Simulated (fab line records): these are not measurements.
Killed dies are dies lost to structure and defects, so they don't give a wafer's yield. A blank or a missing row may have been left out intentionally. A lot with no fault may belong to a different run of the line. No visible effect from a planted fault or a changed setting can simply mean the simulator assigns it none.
The tool behind it: which one?	flow rit-cmos	15 lots, 45 wafers sampled, at 4 steps of a route of 202

== WHAT THE GAUGES SHOWED, per wafer ==
RIT_CONTACT_THK_MEAS_01. Usual: CONTACT_TEOS_THK 401 nm, standard deviation 5.3.
lot	measured	on	CONTACT_TEOS_THK (nm)	flag
L479	day 3 20:13	film-metro-04	395 400 405	
L480	day 4 05:55	film-metro-04	394 395 402	
L481	day 4 07:38	film-metro-03	398 401 410	
L488	day 6 01:12	film-metro-04	403 410 401	
L489	day 6 03:11	film-metro-02	400 405 400	
L490	day 6 07:25	film-metro-03	400 409 400	
L491	day 6 17:40	film-metro-02	393 402 400	
L492	day 6 20:10	film-metro-04	395 402 405	
L494	day 7 00:01	film-metro-04	389 396 403	
L493	day 7 06:53	film-metro-04	401 407 406	
L495	day 7 08:31	film-metro-03	386 397 399	
L496	day 7 13:32	film-metro-03	393 392 397	
L497	day 7 22:09	film-metro-04	407 404 395	
L498	day 8 03:53	film-metro-03	398 395 403	
L499	day 8 06:07	film-metro-03	405 406 408	

RIT_M1_CD_MEAS_90 targets a cd of 2600 nm. Usual: cd-nm 2599.7 nm, standard deviation 2.1.
lot	measured	on	cd-nm (nm)	flag
L479	day 4 00:41	cd-sem-02	- - -	OFF
L480	day 4 10:40	cd-sem-02	- - -	OFF
L481	day 4 12:13	cd-sem-01	- - -	OFF
L488	day 6 05:54	cd-sem-01	2599.4 2595.7 2601.6	
L489	day 6 07:38	cd-sem-01	2603.4 2601.5 2600.4	
L490	day 6 11:54	cd-sem-01	2599.7 2598.0 2603.5	
L491	day 6 22:33	cd-sem-01	2598.9 2601.0 2599.2	
L492	day 7 01:01	cd-sem-01	2602.8 2603.4 2603.4	
L494	day 7 04:40	cd-sem-01	2601.3 2600.4 2600.3	
L493	day 7 11:32	cd-sem-02	2598.1 2597.3 2599.1	
L495	day 7 13:11	cd-sem-01	2600.7 2600.0 2602.6	
L496	day 7 18:07	cd-sem-01	2597.3 2599.9 2599.3	
L497	day 8 03:17	cd-sem-02	2598.6 2600.8 2599.3	
L498	day 8 08:56	cd-sem-01	2596.6 2596.5 2598.1	
L499	day 8 10:43	cd-sem-01	2598.2 2599.6 2600.9	

== WHAT TOOL EACH LOT RAN ON (gives the tool, then ch and the chambers of the sampled wafers, and finally the start) ==
lot	RIT_PSD_STRIP_09	RIT_M1_EXPOSE_06
L479	plasma-asher-01 ch 0,1, day 3 18:30	iline-stepper-01, day 3 23:19
L480	plasma-asher-01 ch 0,1, day 4 04:05	iline-stepper-02, day 4 09:15
L481	plasma-asher-01 ch 0,1, day 4 05:51	iline-stepper-02, day 4 10:52
L488	plasma-asher-02 ch 0, day 5 23:29	iline-stepper-01 ch 0, day 6 04:33
L489	plasma-asher-03 ch 0,1, day 6 01:28	iline-stepper-01 ch 0, day 6 06:17
L490	plasma-asher-02 ch 0,1, day 6 05:41	iline-stepper-01 ch 0, day 6 10:33
L491	plasma-asher-03 ch 0,1, day 6 15:57	iline-stepper-01 ch 0, day 6 21:01
L492	plasma-asher-02 ch 0,1, day 6 18:26	iline-stepper-01 ch 0, day 6 23:36
L494	plasma-asher-03 ch 1, day 6 22:18	iline-stepper-02 ch 0, day 7 03:18
L493	plasma-asher-03 ch 0,1, day 7 05:11	iline-stepper-02 ch 0, day 7 10:08
L495	plasma-asher-01 ch 0,1, day 7 06:49	iline-stepper-02 ch 0, day 7 11:50
L496	plasma-asher-01 ch 0,1, day 7 11:46	iline-stepper-02 ch 0, day 7 16:46
L497	plasma-asher-01 ch 0,1, day 7 20:28	iline-stepper-01 ch 0, day 8 01:44
L498	plasma-asher-03 ch 1, day 8 02:10	iline-stepper-02 ch 0, day 8 07:10
L499	plasma-asher-02 ch 0,1, day 8 04:26	iline-stepper-01 ch 0, day 8 09:22
- RIT_PSD_STRIP_09: strips in O2, time 180 s.
- RIT_M1_EXPOSE_06: exposes mask M12, target cd 2600 nm.

== AS READ BY THE TOOLS THEMSELVES (means over the sampled wafers that have a number; for cases with no such wafer, the mark the record gives instead) ==
RIT_PSD_STRIP_09. Usual: drypump-motor-current-A 5.70 A, standard deviation 0.26.
lot	tool	drypump-motor-current-A (A)	flag
L479	plasma-asher-01	5.64	
L480	plasma-asher-01	5.65	
L481	plasma-asher-01	5.64	
L488	plasma-asher-02	6.06	
L489	plasma-asher-03	5.78	
L490	plasma-asher-02	5.79	
L491	plasma-asher-03	5.78	
L492	plasma-asher-02	5.78	
L494	plasma-asher-03	5.67	
L493	plasma-asher-03	5.78	
L495	plasma-asher-01	5.65	
L496	plasma-asher-01	5.64	
L497	plasma-asher-01	5.63	
L498	plasma-asher-03	5.66	
L499	plasma-asher-02	5.50	

RIT_M1_EXPOSE_06. Usual: exposure-dose-mJ-cm2 250.00, standard deviation 0.26; focus-offset-nm 0.0 nm, standard deviation 0.47; reticle-temp-C 23.00 C, standard deviation 0.11.
lot	tool	exposure-dose-mJ-cm2	focus-offset-nm (nm)	reticle-temp-C (C)	flag
L479	iline-stepper-01	-	-	-	OFF
L480	iline-stepper-02	-	-	-	OFF
L481	iline-stepper-02	-	-	-	OFF
L488	iline-stepper-01	250.19	-0.5	22.93	
L489	iline-stepper-01	250.13	0.2	23.01	
L490	iline-stepper-01	250.28	-0.0	23.16	
L491	iline-stepper-01	249.85	0.3	23.22	
L492	iline-stepper-01	250.14	0.1	23.01	
L494	iline-stepper-02	249.93	-0.2	23.04	
L493	iline-stepper-02	250.15	-0.4	22.93	
L495	iline-stepper-02	249.97	-0.1	22.83	
L496	iline-stepper-02	250.08	-0.3	22.98	
L497	iline-stepper-01	249.87	0.3	23.01	
L498	iline-stepper-02	249.84	-0.7	23.13	
L499	iline-stepper-01	249.81	0.1	23.06	

== THE ANSWER, worked out from the rows above alone ==
Rule: take the mean of a lot's wafers that have a number; if it is more than 3 standard deviations from the usual mean, the lot is off. A lot without any number at a reading at which 4 lots or more have one is off too. The other lots that the step has rows for count as sound. The gauges are gone through in route order, then the tools' own readings, and for those a lot's mean is taken as printed above. At the first step where some lot is off, the reading lying furthest off is the one used; lots without a number count as furthest.
Off: L479, L480, L481, at RIT_M1_CD_MEAS_90 (cd-nm). Without a number there: L479, L480, L481.
If a tool, at a process step before that reading, ran all the lots that are off and no sound lot after the first of them, it fits. Not tried: the gauges at RIT_M1_CD_MEAS_90; whatever is off there is also off at RIT_M1_EXPOSE_06, on other tools, and gauge error can't account for it. Of those tried, none fits.

== WHAT THE SIMULATOR PUT IN ==
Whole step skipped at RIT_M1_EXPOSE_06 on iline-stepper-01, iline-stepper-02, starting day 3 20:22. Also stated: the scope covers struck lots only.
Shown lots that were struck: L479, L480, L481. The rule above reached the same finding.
